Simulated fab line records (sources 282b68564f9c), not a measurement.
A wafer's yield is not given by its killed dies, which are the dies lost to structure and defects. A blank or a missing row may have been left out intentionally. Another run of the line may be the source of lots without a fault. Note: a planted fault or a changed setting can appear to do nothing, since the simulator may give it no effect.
What tool caused it? | flow ritCmos | 7 lots with 21 wafers sampled at 2 steps, on a route of 202 steps

WHAT THE GAUGES READ, wafer by wafer
RIT_NSD_TW_MEAS_10.
lot  | measured    | on           | NSD_TW
L655 | day 4 14:38 | filmMetro-03 | 30 30 30 30 30 30
L658 | day 5 12:16 | filmMetro-03 | 3115 3107 3093
L660 | day 5 20:41 | filmMetro-02 | 3079 3085 3071
L663 | day 6 08:40 | filmMetro-02 | 3105 3085 3105
L666 | day 6 23:26 | filmMetro-03 | 3096 3099 3108
L668 | day 7 10:04 | filmMetro-01 | 3135 3130 3126
L670 | day 7 18:48 | filmMetro-02 | 3112 3109 3104

WHAT TOOL EACH LOT RAN ON (gives the tool, then ch and the chambers of the sampled wafers, and finally the start)
lot  | RIT_NSD_IMPLANT_08
L655 | implanter-03, day 4 14:19
L658 | implanter-03 ch 0, day 5 11:58
L660 | implanter-03 ch 0, day 5 20:22
L663 | implanter-04 ch 0, day 6 08:21
L666 | implanter-01 ch 0, day 6 23:07
L668 | implanter-01 ch 0, day 7 09:45
L670 | implanter-04 ch 0, day 7 18:29
- RIT_NSD_IMPLANT_08

THE ANSWER, worked out from the rows above alone
Rule: the usual values come from the lots themselves. The widest of any qualifying gaps counts: lots, ordered by their means at a reading, are off when they make up no more than a third of the lots, leave a main group of 4 or more, and stand apart from it by 3 or more times the standard deviation of that group's means. If all means in a main group match to the digits the tables above print for the reading, that group is not used. Also off: a lot with no number at a reading for which 4 or more lots have one. Where the step has rows for the other lots, those lots are counted as sound.
Off: at RIT_NSD_TW_MEAS_10 (NSD_TW), L655. Mean 3104 and standard deviation 15 in the main group.
A tool fits if, at a process step before that reading, it ran every lot that is off, and no sound lot after the first of them. Those tools and the gauges at RIT_NSD_TW_MEAS_10 are tried in the same way. Not one of the candidates tried fits.

WHAT THE SIMULATOR HAD INSERTED
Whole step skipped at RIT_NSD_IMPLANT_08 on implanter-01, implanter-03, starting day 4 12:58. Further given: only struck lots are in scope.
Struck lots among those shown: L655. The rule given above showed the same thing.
